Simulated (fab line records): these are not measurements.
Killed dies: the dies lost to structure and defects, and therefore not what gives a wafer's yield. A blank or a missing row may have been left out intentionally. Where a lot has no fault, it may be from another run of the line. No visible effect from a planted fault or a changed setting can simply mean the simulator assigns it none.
fab line records ; flow berkeley-cmos170 ; part 1 of 2: steps 1 to 29 of 44
[record] lots = 7; wafers = 20; last-day = 11
route steps=331 shown M2@282 V2@292 M3@309
lots that met no fault: from a run of the same line without faults
start-h: start of the lot's first displayed wafer, in hours after the record's first day ; wait-h: time in hours since the lot's previous step ; " repeats the value in the row above ; L1.1+2: several wafers, shown together as one row ; - value missing, or start not given ; * or withheld: withheld ; < > ~ a bound
route shown NAME@n: names a module that has steps shown in the file, with the first one's number in the route ; usual: the fault-free wafers' mean and standard deviation ; same: alike in all rows ; chamber/n: place in a boat ; sites: per-site readings ; _std_site: the values' standard deviation ; _edge_site: inner sites' mean taken away from outer sites' mean ; radius-mm: how far each site lies from the wafer's centre ; mask NAME#n: copy n ; behind: the tool/chamber that last shaped the wafer ; hold: why the lot went on hold/how many hours it stayed there/how the hold came to an end ; device: which transistor (n, p or np) failed to switch ; end of line: the route-end tests of the same wafers ; where a step has no rows: the recipe by itself ; killed: dies lost to structure and defects at the first sort, not the wafer's yield ; map: per-die view of a wafer (x killed, . not killed, _ where there is no die)
set.NAME: the setting the step ran with; set.NAME@STEP: the setting that earlier step ran with ; model.NAME: the simulator's own value behind a step, which no gauge read
lots at selected steps of the route; one table per step, one row per wafer
services: when a tool's chamber went out of use (start-h, in hours from the record's first day, below 0 if earlier), for how many hours, and the reason
[[steps]]
[step UCB170_M2_SOFTBAKE_11]
[recipe] resist = KrF; temp-c = 130; time-s = 60
[step UCB170_M2_EXPOSE_12]
[recipe] mask-id = METAL2; target-cd-nm = 700; na = 0.5; sigma-outer = 0.6; source-shape = conventional; dose-mj = 25.8
[step UCB170_M2_PEB_13]
[recipe] peb-temp-c = 130; peb-time-s = withheld; resist = KrF
[step UCB170_M2_DEVELOP_14]
[recipe] developer = TMAH; develop-time-s = 45; resist = KrF; dev-temp-c = 21
[step UCB170_M2_CD_MEAS_15]
[recipe] target-cd-nm = 700
[usual] cd-nm = 700.3/1.5
lot.wafer;tool;chamber;start-h;wait-h;cd-nm
L649.2;cd-sem-01;-;179.73;-;700.3
L649.4;cd-sem-01;-;179.73;-;698.5
L649.5;cd-sem-01;-;179.73;-;699.4
L654.2;cd-sem-01;-;189.08;-;700.5
L654.4;cd-sem-01;-;189.08;-;701.0
L654.5;cd-sem-01;-;189.08;-;700.7
L661.3;cd-sem-02;-;225.18;-;699.5
L661.4;cd-sem-02;-;225.18;-;699.5
L661.5;cd-sem-02;-;225.18;-;700.3
L659.2;cd-sem-02;-;225.74;-;697.8
L659.4;cd-sem-02;-;225.74;-;697.8
L663.2;cd-sem-01;-;242.65;-;699.8
L663.3;cd-sem-01;-;242.65;-;699.3
L663.6;cd-sem-01;-;242.65;-;699.6
L664.1;cd-sem-01;-;242.90;-;702.9
L664.2;cd-sem-01;-;242.90;-;701.8
L664.5;cd-sem-01;-;242.90;-;700.6
L665.2;cd-sem-02;-;255.12;-;698.2
L665.5;cd-sem-02;-;255.12;-;699.9
L665.6;cd-sem-02;-;255.12;-;700.2
[step UCB170_M2_OVL_MEAS_16]
[usual] M2_OVL = -2/4.7
lot.wafer;tool;chamber;start-h;wait-h;M2_OVL[nm]
L649.2;overlay-01;-;179.84;0.1;-6
L649.4;overlay-01;-;179.84;0.1;-1
L649.5;overlay-01;-;179.84;0.1;-3
L654.2;overlay-02;-;189.19;0.1;2
L654.4;overlay-02;-;189.19;0.1;-4
L654.5;overlay-02;-;189.19;0.1;1
L661.3;overlay-02;-;225.27;0.1;2
L661.4;overlay-02;-;225.27;0.1;-2
L661.5;overlay-02;-;225.27;0.1;2
L659.2;overlay-02;-;225.85;0.1;1
L659.4;overlay-02;-;225.85;0.1;3
L663.2;overlay-02;-;242.75;0.1;0
L663.3;overlay-02;-;242.75;0.1;-3
L663.6;overlay-02;-;242.75;0.1;-2
L664.1;overlay-01;-;243.02;0.1;5
L664.2;overlay-01;-;243.02;0.1;0
L664.5;overlay-01;-;243.02;0.1;3
L665.2;overlay-02;-;255.22;0.1;-4
L665.5;overlay-02;-;255.22;0.1;-1
L665.6;overlay-02;-;255.22;0.1;-11
[step UCB170_M2_ETCH_17]
[recipe] chemistry = N2/H2; target-depth-a = withheld; overetch-a = withheld; target = BARC; time-s = withheld; source-w = 500; bias-w = 100; pressure-mtorr = 30; n2-flow-sccm = 100; h2-flow-sccm = 200
[usual] drypump-motor-current-A = 5.8/0.51; oes-product-au = 0.998/0.018; throttle-valve-pct = 13.35/0.16
lot.wafer;tool;chamber;start-h;wait-h;drypump-motor-current-A;oes-product-au;throttle-valve-pct
L649.2;rie-diel-03;2;179.87;0.0;6.0;0.992;13.20
L649.4;rie-diel-03;0;179.87;0.0;5.6;1.010;13.39
L649.5;rie-diel-03;0;179.87;0.0;5.6;1.013;13.38
L654.2;rie-diel-01;1;189.22;0.0;5.4;0.987;13.48
L654.4;rie-diel-01;3;189.22;0.0;5.5;0.992;13.33
L654.5;rie-diel-01;2;189.22;0.0;6.1;1.020;13.17
L661.3;rie-diel-01;0;225.29;0.0;6.5;0.977;13.48
L661.4;rie-diel-01;3;225.29;0.0;5.6;0.993;13.31
L661.5;rie-diel-01;2;225.29;0.0;6.1;1.025;13.16
L659.2;rie-diel-03;1;225.88;0.0;6.0;1.041;13.19
L659.4;rie-diel-03;0;225.88;0.0;5.6;1.014;13.41
L663.2;rie-diel-01;1;242.78;0.0;5.4;0.983;13.50
L663.3;rie-diel-01;3;242.78;0.0;5.6;0.974;13.32
L663.6;rie-diel-01;3;242.78;0.0;5.6;0.982;13.32
L664.1;rie-diel-03;0;243.06;0.0;5.6;1.005;13.38
L664.2;rie-diel-03;1;243.06;0.0;6.0;1.021;13.17
L664.5;rie-diel-03;1;243.06;0.0;6.0;1.019;13.18
L665.2;rie-diel-03;2;255.25;0.0;6.0;0.996;13.20
L665.5;rie-diel-03;1;255.25;0.0;6.0;1.030;13.18
L665.6;rie-diel-03;2;255.25;0.0;6.0;0.996;13.20
[step UCB170_M2_METAL_ETCH_18]
[recipe] chemistry = Cl2/BCl3; target = Al; stop-on = SiO2; pressure-mtorr = 12; target-depth-a = 11700; over-etch-frac = 0.3; time-s = 195; icp-w = 600; bias-w = 120; Cl2_flow_sccm = 90; bcl3-flow-sccm = 45
[usual] drypump-motor-current-A = 5.6/0.52; mfc-cl2-sccm = 89.97/0.24; oes-product-au = 0.860/0.02; throttle-valve-pct = 24.46/0.14
lot.wafer;tool;chamber;start-h;wait-h;drypump-motor-current-A;mfc-cl2-sccm;oes-product-au;rf-hours-counter-h;throttle-valve-pct
L649.2;rie-metal-02;1;179.97;-;6.0;90.15;0.849;-;24.37
L649.4;rie-metal-02;1;179.97;-;6.0;89.99;0.832;-;24.36
L649.5;rie-metal-02;1;179.97;-;6.0;90.14;0.838;-;24.35
L654.2;rie-metal-02;1;189.26;-;6.0;89.85;0.834;8;24.37
L654.4;rie-metal-02;0;189.26;-;5.0;89.93;0.889;-;24.47
L654.5;rie-metal-02;1;189.26;-;6.0;90.28;0.842;-;24.37
L661.3;rie-metal-01;0;225.40;-;5.4;90.02;0.825;-;24.24
L661.4;rie-metal-01;1;225.40;-;5.1;89.98;0.883;-;24.60
L661.5;rie-metal-01;1;225.40;-;5.1;89.64;0.878;-;24.59
L659.2;rie-metal-03;1;225.92;-;6.4;89.93;0.878;3;24.59
L659.4;rie-metal-03;1;225.92;-;6.4;89.71;0.879;-;24.60
L663.2;rie-metal-02;0;242.83;-;5.0;89.97;0.880;11;24.47
L663.3;rie-metal-02;0;242.83;-;5.0;90.23;0.874;-;24.48
L663.6;rie-metal-02;1;242.83;-;6.0;89.65;0.834;-;24.37
L664.1;rie-metal-03;0;243.10;-;5.4;89.83;0.856;4;24.36
L664.2;rie-metal-03;1;243.10;-;6.4;89.90;0.868;4;24.61
L664.5;rie-metal-03;0;243.10;-;5.4;89.81;0.864;-;24.36
L665.2;rie-metal-01;1;255.30;-;5.2;89.69;0.880;11;24.59
L665.5;rie-metal-01;1;255.30;-;5.2;89.53;0.876;-;24.59
L665.6;rie-metal-01;0;255.30;-;5.4;89.86;0.826;-;24.24
[step UCB170_M2_STRIP_19]
[recipe] chemistry = O2; power-w = 400; pressure-mtorr = 3500; platen-temp-c = withheld; o2-flow-sccm = 400; overash-fraction = 0.5
[usual] drypump-motor-current-A = 5.73/0.3; oes-product-au = 0.540/0.024
lot.wafer;tool;chamber;start-h;wait-h;drypump-motor-current-A;oes-product-au;rf-hours-counter-h
L649.2;plasma-asher-03;1;180.29;0.2;5.38;0.529;50
L649.4;plasma-asher-03;1;180.29;0.2;5.36;0.528;-
L649.5;plasma-asher-03;1;180.29;0.2;5.34;0.526;-
L654.2;plasma-asher-02;0;189.45;0.1;5.68;0.506;41
L654.4;plasma-asher-02;0;189.45;0.1;5.66;0.533;-
L654.5;plasma-asher-02;1;189.45;0.1;6.04;0.522;-
L661.3;plasma-asher-04;0;225.55;0.1;5.82;0.575;-
L661.4;plasma-asher-04;1;225.55;0.1;6.15;0.558;-
L661.5;plasma-asher-04;0;225.55;0.1;5.83;0.576;-
L659.2;plasma-asher-02;0;226.11;0.1;5.67;0.510;45
L659.4;plasma-asher-02;1;226.11;0.1;6.08;0.502;-
L663.2;plasma-asher-04;1;243.01;0.1;6.18;0.530;11
L663.3;plasma-asher-04;1;243.01;0.1;6.17;0.536;-
L663.6;plasma-asher-04;1;243.01;0.1;6.16;0.515;-
L664.1;plasma-asher-03;0;243.29;0.1;5.45;0.557;56
L664.2;plasma-asher-03;1;243.29;0.1;5.36;0.496;56
L664.5;plasma-asher-03;1;243.29;0.1;5.37;0.545;-
L665.2;plasma-asher-02;1;255.48;0.1;6.06;0.552;47
L665.5;plasma-asher-02;1;255.48;0.1;6.09;0.559;-
L665.6;plasma-asher-02;0;255.48;0.1;5.68;0.575;-
[step UCB170_M2_CD_MEAS_90]
[recipe] target-cd-nm = 700
[usual] cd-nm = 699/3.4
lot.wafer;tool;chamber;start-h;wait-h;cd-nm
L649.2;cd-sem-02;-;180.41;0.1;708
L649.4;cd-sem-02;-;180.41;0.1;702
L649.5;cd-sem-02;-;180.41;0.1;705
L654.2;cd-sem-01;-;189.60;0.1;703
L654.4;cd-sem-01;-;189.60;0.1;700
L654.5;cd-sem-01;-;189.60;0.1;704
L661.3;cd-sem-01;-;225.66;0.1;696
L661.4;cd-sem-01;-;225.66;0.1;700
L661.5;cd-sem-01;-;225.66;0.1;699
L659.2;cd-sem-02;-;226.23;0.1;693
L659.4;cd-sem-02;-;226.23;0.1;693
L663.2;cd-sem-02;-;243.13;0.1;705
L663.3;cd-sem-02;-;243.13;0.1;702
L663.6;cd-sem-02;-;243.13;0.1;700
L664.1;cd-sem-02;-;243.39;0.1;702
L664.2;cd-sem-02;-;243.39;0.1;697
L664.5;cd-sem-02;-;243.39;0.1;695
L665.2;cd-sem-01;-;255.60;0.1;694
L665.5;cd-sem-01;-;255.60;0.1;694
L665.6;cd-sem-01;-;255.60;0.1;696
[step UCB170_V2_CVD_00]
[recipe] material = SiO2; target-thk-nm = 2000; temp-c = 390; precursor = TEOS/O2; time-s = 250; rf-w = 550; pressure-mtorr = 9000
[usual] heater-power-w = 275/53
lot.wafer;tool;chamber;start-h;wait-h;heater-power-w
L649.2;pecvd-03;0;180.51;0.1;302
L649.4;pecvd-03;1;180.51;0.1;259
L649.5;pecvd-03;0;180.51;0.1;389
L654.2;pecvd-02;2;189.70;0.1;217
L654.4;pecvd-02;1;189.70;0.1;324
L654.5;pecvd-02;0;189.70;0.1;224
L661.3;pecvd-03;1;225.74;0.1;355
L661.4;pecvd-03;1;225.74;0.1;263
L661.5;pecvd-03;0;225.74;0.1;381
L659.2;pecvd-01;0;226.33;0.1;317
L659.4;pecvd-01;0;226.33;0.1;253
L663.2;pecvd-02;0;243.23;0.1;321
L663.3;pecvd-02;1;243.23;0.1;285
L663.6;pecvd-02;0;243.23;0.1;230
L664.1;pecvd-01;2;243.51;0.1;242
L664.2;pecvd-01;0;243.51;0.1;320
L664.5;pecvd-01;2;243.51;0.1;314
L665.2;pecvd-03;2;255.70;0.1;251
L665.5;pecvd-03;2;255.70;0.1;307
L665.6;pecvd-03;1;255.70;0.1;352
[step UCB170_V2_THK_MEAS_01]
[recipe] reads = SiO2_of_V2_CVD_00
[usual] V2_TEOS_THK = 1998/26
lot.wafer;tool;chamber;start-h;wait-h;V2_TEOS_THK[nm]
L649.2;film-metro-02;-;180.67;0.1;1973
L649.4;film-metro-02;-;180.67;0.1;1989
L649.5;film-metro-02;-;180.67;0.1;2010
L654.2;film-metro-03;-;189.87;0.1;1978
L654.4;film-metro-03;-;189.87;0.1;2003
L654.5;film-metro-03;-;189.87;0.1;1983
L661.3;film-metro-03;-;225.92;0.1;1994
L661.4;film-metro-03;-;225.92;0.1;1998
L661.5;film-metro-03;-;225.92;0.1;2010
L659.2;film-metro-02;-;226.50;0.1;1978
L659.4;film-metro-02;-;226.50;0.1;2026
L663.2;film-metro-01;-;243.40;0.1;1962
L663.3;film-metro-01;-;243.40;0.1;1954
L663.6;film-metro-01;-;243.40;0.1;1970
L664.1;film-metro-01;-;243.66;0.1;1949
L664.2;film-metro-01;-;243.66;0.1;1983
L664.5;film-metro-01;-;243.66;0.1;2025
L665.2;film-metro-02;-;255.87;0.1;1994
L665.5;film-metro-02;-;255.87;0.1;2035
L665.6;film-metro-02;-;255.87;0.1;2025
[step UCB170_V2_CMP_02]
[recipe] material = SiO2; down-force-psi = 6; platen-rpm = 60; pad-velocity-m-s = 0.75398
[usual] motor-current-A = 15.5/1.3; platen-rpm = 60.01/0.036
lot.wafer;tool;chamber;start-h;wait-h;motor-current-A;platen-rpm;model.SiO2_of_V2_CVD_00.thk-nm
L649.2;cmp-01;2;180.72;0.0;14.5;59.93;998.7
L649.4;cmp-01;0;180.72;0.0;17.4;60.05;1000
L649.5;cmp-01;2;180.72;0.0;14.1;60.00;1000
L654.4;cmp-02;3;189.92;0.0;14.6;60.01;1000
L654.2;cmp-02;1;189.92;0.0;15.2;60.01;1002
L654.5;cmp-02;3;189.92;0.0;14.6;60.03;1001
L661.4;cmp-02;2;226.06;0.1;14.8;59.97;925.7
L661.3;cmp-02;3;226.06;0.1;14.2;60.02;925.2
L661.5;cmp-02;0;226.06;0.1;16.8;60.07;925.9
L659.2;cmp-02;3;226.55;0.0;14.2;60.07;923.9
L659.4;cmp-02;2;226.55;0.0;14.4;60.02;924.5
L663.2;cmp-02;2;243.50;0.1;13.8;60.03;925.3
L663.3;cmp-02;3;243.50;0.1;15.0;60.04;925.2
L663.6;cmp-02;2;243.50;0.1;14.0;60.05;925.2
L664.1;cmp-01;1;243.77;0.1;15.8;59.94;1001
L664.2;cmp-01;2;243.77;0.1;13.8;60.08;1000
L664.5;cmp-01;0;243.77;0.1;17.7;60.01;999.8
L665.2;cmp-01;2;256.07;0.2;15.3;60.08;998.9
L665.6;cmp-01;3;256.07;0.2;14.1;60.01;998.7
L665.5;cmp-01;0;256.07;0.2;17.2;60.09;999.3
[step UCB170_V2_BOW_MEAS_03]
[recipe] mode = bow
[usual] V2_BOW = 36/6.1
lot.wafer;tool;chamber;start-h;wait-h;V2_BOW[um]
L649.2;film-metro-01;-;181.04;0.3;29
L649.4;film-metro-01;-;181.04;0.3;37
L649.5;film-metro-01;-;181.04;0.3;31
L654.2;film-metro-02;-;190.26;0.2;42
L654.4;film-metro-02;-;190.26;0.2;43
L654.5;film-metro-02;-;190.26;0.2;36
L661.3;film-metro-03;-;226.30;0.1;41
L661.4;film-metro-03;-;226.30;0.1;36
L661.5;film-metro-03;-;226.30;0.1;37
L659.2;film-metro-03;-;226.87;0.3;35
L659.4;film-metro-03;-;226.87;0.3;37
L663.2;film-metro-02;-;243.77;0.2;30
L663.3;film-metro-02;-;243.77;0.2;36
L663.6;film-metro-02;-;243.77;0.2;24
L664.1;film-metro-02;-;244.02;0.2;38
L664.2;film-metro-02;-;244.02;0.2;35
L664.5;film-metro-02;-;244.02;0.2;39
L665.2;film-metro-03;-;256.24;0.1;40
L665.5;film-metro-03;-;256.24;0.1;42
L665.6;film-metro-03;-;256.24;0.1;27
[step UCB170_V2_THK_MEAS_04]
[recipe] reads = SiO2_of_V2_CVD_00
[usual] V2_POLISHED_THK = 999.9/1.2
lot.wafer;tool;chamber;start-h;wait-h;V2_POLISHED_THK[nm]
L649.2;film-metro-01;-;181.15;0.1;998.2
L649.4;film-metro-01;-;181.15;0.1;1000.1
L649.5;film-metro-01;-;181.15;0.1;1000.4
L654.2;film-metro-02;-;190.37;0.1;1002.2
L654.4;film-metro-02;-;190.37;0.1;1000.0
L654.5;film-metro-02;-;190.37;0.1;1000.9
L661.3;film-metro-03;-;226.40;0.1;925.3
L661.4;film-metro-03;-;226.40;0.1;925.7
L661.5;film-metro-03;-;226.40;0.1;925.7
L659.2;film-metro-03;-;226.98;0.1;923.1
L659.4;film-metro-03;-;226.98;0.1;924.9
L663.2;film-metro-02;-;243.88;0.1;926.1
L663.3;film-metro-02;-;243.88;0.1;925.3
L663.6;film-metro-02;-;243.88;0.1;925.3
L664.1;film-metro-02;-;244.14;0.1;1000.9
L664.2;film-metro-02;-;244.14;0.1;1000.3
L664.5;film-metro-02;-;244.14;0.1;1000.4
L665.2;film-metro-03;-;256.35;0.1;998.8
L665.5;film-metro-03;-;256.35;0.1;998.9
L665.6;film-metro-03;-;256.35;0.1;997.3
[step UCB170_V2_CLEAN_05]
[recipe] chemistry = DIW
[step UCB170_V2_HMDS_06]
[recipe] prime-time-s = 60; prime-temp-c = 100
[step UCB170_V2_COAT_07]
[recipe] resist = KrF; spin-rpm = 1500; resist-thk-nm = 900
[step UCB170_V2_SOFTBAKE_08]
[recipe] resist = KrF; temp-c = 130; time-s = 58.74
[step UCB170_V2_EXPOSE_09]
[recipe] mask-id = VIA2; target-cd-nm = 700; na = 0.5; sigma-outer = 0.6; source-shape = conventional; dose-mj = 37
[step UCB170_V2_PEB_10]
[recipe] peb-temp-c = 130; peb-time-s = withheld; resist = KrF
[step UCB170_V2_DEVELOP_11]
[recipe] developer = TMAH; develop-time-s = 45; resist = KrF; dev-temp-c = 21
[step UCB170_V2_CD_MEAS_12]
[recipe] target-cd-nm = 700
[usual] cd-nm = 700.1/1.6
lot.wafer;tool;chamber;start-h;wait-h;cd-nm
L649.2;cd-sem-01;-;183.21;-;699.8
L649.4;cd-sem-01;-;183.21;-;700.5
L649.5;cd-sem-01;-;183.21;-;701.3
L654.2;cd-sem-02;-;191.96;-;701.4
L654.4;cd-sem-02;-;191.96;-;699.3
L654.5;cd-sem-02;-;191.96;-;699.8
L661.3;cd-sem-02;-;229.76;-;700.5
L661.4;cd-sem-02;-;229.76;-;700.6
L661.5;cd-sem-02;-;229.76;-;701.3
L659.2;cd-sem-01;-;230.09;-;699.2
L659.4;cd-sem-01;-;230.09;-;698.5
L663.2;cd-sem-01;-;245.31;-;701.1
L663.3;cd-sem-01;-;245.31;-;698.9
L663.6;cd-sem-01;-;245.31;-;700.2
L664.1;cd-sem-02;-;245.57;-;700.2
L664.2;cd-sem-02;-;245.57;-;702.2
L664.5;cd-sem-02;-;245.57;-;701.7
L665.2;cd-sem-01;-;257.77;-;699.4
L665.5;cd-sem-01;-;257.77;-;699.7
L665.6;cd-sem-01;-;257.77;-;699.4
[step UCB170_V2_OVL_MEAS_13]
[usual] V2_OVL = 1/6
lot.wafer;tool;chamber;start-h;wait-h;V2_OVL[nm]
L649.2;overlay-02;-;183.31;0.1;3
L649.4;overlay-02;-;183.31;0.1;2
L649.5;overlay-02;-;183.31;0.1;3
L654.2;overlay-01;-;192.07;0.1;11
L654.4;overlay-01;-;192.07;0.1;9
L654.5;overlay-01;-;192.07;0.1;3
L661.3;overlay-01;-;229.85;0.1;4
L661.4;overlay-01;-;229.85;0.1;1
L661.5;overlay-01;-;229.85;0.1;3
L659.2;overlay-01;-;230.20;0.1;-2
L659.4;overlay-01;-;230.20;0.1;1
L663.2;overlay-01;-;245.41;0.1;-14
L663.3;overlay-01;-;245.41;0.1;-22
L663.6;overlay-01;-;245.41;0.1;-6
L664.1;overlay-02;-;245.69;0.1;4
L664.2;overlay-02;-;245.69;0.1;6
L664.5;overlay-02;-;245.69;0.1;0
L665.2;overlay-01;-;257.88;0.1;9
L665.5;overlay-01;-;257.88;0.1;6
L665.6;overlay-01;-;257.88;0.1;15
[step UCB170_V2_ETCH_14]
[recipe] chemistry = CHF3/CF4/Ar; target = SiO2; stop-on = Al; CHF3_flow_sccm = 45; cf4-flow-sccm = 15; Ar_flow_sccm = 150; pressure-mtorr = 200; rf-w = 700; target-depth-a = 12500; over-etch-frac = 0.25; time-s = 291
[usual] cf4-flow-sccm = 15.00/0.043; drypump-motor-current-A = 5.7/0.61; mfc-ar-sccm = 150.0/0.5; oes-product-au = 0.879/0.013; throttle-valve-pct = 6.99/0.11
lot.wafer;tool;chamber;start-h;wait-h;cf4-flow-sccm;drypump-motor-current-A;mfc-ar-sccm;oes-product-au;rf-hours-counter-h;throttle-valve-pct;model.etch.depth-nm;model.V2.feature-depth-nm
L649.2;rie-diel-02;3;183.34;0.0;14.96;6.0;150.8;0.850;150;7.16;998.7;998.7
L649.4;rie-diel-02;1;183.34;0.0;15.03;5.3;150.3;0.881;8;7.08;1000;1000
L649.5;rie-diel-02;0;183.34;0.0;15.06;6.8;150.2;0.865;-;6.90;1000;1000
L654.2;rie-diel-02;0;192.10;0.0;15.01;6.8;149.8;0.878;5;6.90;1002;1002
L654.4;rie-diel-02;1;192.10;0.0;14.99;5.3;150.3;0.881;9;7.07;1000;1000
L654.5;rie-diel-02;1;192.10;0.0;15.05;5.3;150.5;0.875;-;7.05;1001;1001
L661.3;rie-diel-03;3;229.87;0.0;14.97;5.7;150.5;0.848;134;7.20;925.2;925.2
L661.4;rie-diel-03;0;229.87;0.0;15.05;5.6;150.9;0.854;49;6.94;925.7;925.7
L661.5;rie-diel-03;1;229.87;0.0;15.01;6.0;151.4;0.847;-;6.95;925.9;926
L659.2;rie-diel-03;1;230.23;0.0;15.06;6.0;150.5;0.840;19;6.94;923.9;924
L659.4;rie-diel-03;0;230.23;0.0;14.98;5.6;149.9;0.846;49;6.95;924.5;924.5
L663.2;rie-diel-02;2;245.44;0.0;14.99;4.9;150.5;0.835;91;6.90;925.3;925.3
L663.3;rie-diel-02;1;245.44;0.0;14.96;5.3;150.4;0.843;12;7.07;925.2;925.2
L663.6;rie-diel-02;3;245.44;0.0;15.00;6.0;149.9;0.848;-;7.17;925.2;925.2
L664.1;rie-diel-04;3;245.73;0.0;14.92;5.0;149.9;0.860;135;7.04;1001;1001
L664.2;rie-diel-04;2;245.73;0.0;14.96;4.8;150.7;0.865;1;7.04;1000;1000
L664.5;rie-diel-04;2;245.73;0.0;15.00;4.8;149.9;0.857;-;7.04;999.8;999.8
L665.2;rie-diel-04;3;257.91;0.0;14.92;5.1;150.2;0.855;135;7.03;998.9;999.4
L665.5;rie-diel-04;1;257.91;0.0;15.04;6.4;149.9;0.910;-;6.88;999.3;999.4
L665.6;rie-diel-04;2;257.91;0.0;15.08;4.8;149.0;0.857;-;7.02;998.7;998.7
[step UCB170_V2_STRIP_15]
[recipe] chemistry = O2; power-w = 400; pressure-mtorr = 3500; platen-temp-c = withheld; o2-flow-sccm = 400; overash-fraction = 0.5
[usual] drypump-motor-current-A = 5.8/0.42; oes-product-au = 0.722/0.0044; strip-time-to-endpoint-s = 15.35/0.13
lot.wafer;tool;chamber;start-h;wait-h;drypump-motor-current-A;oes-product-au;rf-hours-counter-h;strip-time-to-endpoint-s
L649.2;plasma-asher-01;0;183.52;0.1;6.5;0.719;49;15.42
L649.4;plasma-asher-01;1;183.52;0.1;5.5;0.722;-;15.64
L649.5;plasma-asher-01;0;183.52;0.1;6.5;0.721;-;15.19
L654.2;plasma-asher-03;0;192.28;0.1;5.4;0.711;51;15.10
L654.4;plasma-asher-03;0;192.28;0.1;5.4;0.720;-;15.48
L654.5;plasma-asher-03;0;192.28;0.1;5.5;0.721;-;15.49
L661.3;plasma-asher-03;1;230.09;0.1;5.3;0.723;-;15.35
L661.4;plasma-asher-03;0;230.09;0.1;5.4;0.721;-;15.28
L661.5;plasma-asher-03;0;230.09;0.1;5.4;0.726;-;15.03
L659.2;plasma-asher-02;0;230.40;0.1;5.7;0.717;45;15.34
L659.4;plasma-asher-02;0;230.40;0.1;5.7;0.727;-;15.41
L663.2;plasma-asher-02;1;245.62;0.1;6.1;0.728;47;15.38
L663.3;plasma-asher-02;0;245.62;0.1;5.6;0.719;-;15.70
L663.6;plasma-asher-02;0;245.62;0.1;5.7;0.726;-;15.41
L664.1;plasma-asher-03;0;245.90;0.1;5.4;0.729;56;15.26
L664.2;plasma-asher-03;1;245.90;0.1;5.4;0.723;56;15.33
L664.5;plasma-asher-03;0;245.90;0.1;5.5;0.721;-;15.44
L665.2;plasma-asher-03;0;258.08;0.1;5.5;0.722;57;15.18
L665.5;plasma-asher-03;0;258.08;0.1;5.4;0.717;-;15.37
L665.6;plasma-asher-03;1;258.08;0.1;5.3;0.724;-;15.26
[step UCB170_V2_CD_MEAS_90]
[recipe] target-cd-nm = 700
[usual] cd-nm = 700.3/1.7
lot.wafer;tool;chamber;start-h;wait-h;cd-nm
L649.2;cd-sem-01;-;183.74;0.2;700.8
L649.4;cd-sem-01;-;183.74;0.2;700.9
L649.5;cd-sem-01;-;183.74;0.2;701.1
L654.2;cd-sem-02;-;192.40;0.1;700.6
L654.4;cd-sem-02;-;192.40;0.1;699.5
L654.5;cd-sem-02;-;192.40;0.1;699.6
L661.3;cd-sem-02;-;230.22;0.1;699.8
L661.4;cd-sem-02;-;230.22;0.1;700.3
L661.5;cd-sem-02;-;230.22;0.1;700.7
L659.2;cd-sem-02;-;230.52;0.1;698.9
L659.4;cd-sem-02;-;230.52;0.1;699.0
L663.2;cd-sem-01;-;245.74;0.1;701.1
L663.3;cd-sem-01;-;245.74;0.1;698.0
L663.6;cd-sem-01;-;245.74;0.1;699.2
L664.1;cd-sem-02;-;246.00;0.1;701.8
L664.2;cd-sem-02;-;246.00;0.1;702.3
L664.5;cd-sem-02;-;246.00;0.1;701.4
L665.2;cd-sem-02;-;258.20;0.1;700.2
L665.5;cd-sem-02;-;258.20;0.1;700.1
L665.6;cd-sem-02;-;258.20;0.1;699.4
[step UCB170_M3_PRE_CLEAN_00]
[recipe] gas = Ar; preclean-etch-time-s = 60
[step UCB170_M3_SPUTTER_01]
[recipe] material = Al; target-thk-nm = 900; time-s = 120; power-w = 6000; chamber-pressure-pa = 0.5
[[key]]
[first-sign] step = UCB170_V2_THK_MEAS_04; reading = V2_POLISHED_THK; direction = down; sigmas = 64; usual = 999.9; struck = 925.2
[effect] step = UCB170_V2_ETCH_14; reading = oes-product-au; direction = down; sigmas = 2.6; usual = 0.879; struck = 0.845
[model-effect] step = UCB170_V2_CMP_02; value = SiO2_of_V2_CVD_00.thk-nm; without = 1000; struck = 925.1
[model-effect] step = UCB170_V2_ETCH_14; value = etch.depth-nm; without = 1000; struck = 925.1
[model-effect] step = UCB170_M3_METAL_ETCH_18; value = SiO2_of_V2_CVD_00.thk-nm; without = 938.5; struck = 863.5
[model-effect] step = UCB170_M3_PROBE_99; value = etest.pldd.line-ohm-um; without = 1698; struck = 1979
met-at UCB170_V2_CMP_02
struck-wafers L659.2,L659.4,L661.3,L661.4,L661.5,L663.2,L663.3,L663.6
rows-end L659.2,L659.4,L663.2,L663.3,L663.6
tester-left-out L661
onset-between 189.92 226.06
[earlier-fault] kind = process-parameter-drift; tool = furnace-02; chamber = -; onset-h = 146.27; steps = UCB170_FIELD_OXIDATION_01; channel = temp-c; offset = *; shape = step; end-h = 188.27; acts-in = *; stated = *
[fault] kind = process-parameter-drift; tool = cmp-02; chamber = -; onset-h = 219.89; steps = UCB170_V2_CMP_02; channel = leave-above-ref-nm; offset = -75; shape = step; acts-in = these-recipes-only; stated = 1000
// tester-left-out: of these lots the tester's yield and bins aren't shown, on N5 and GAA mostly nor the transistor test; their killed dies are dies lost to structure and defects alone, not to doping, threshold or leakage, so they don't give the yield
// rows-end: these wafers met a further fault down the route, and their rows from its step on are left out
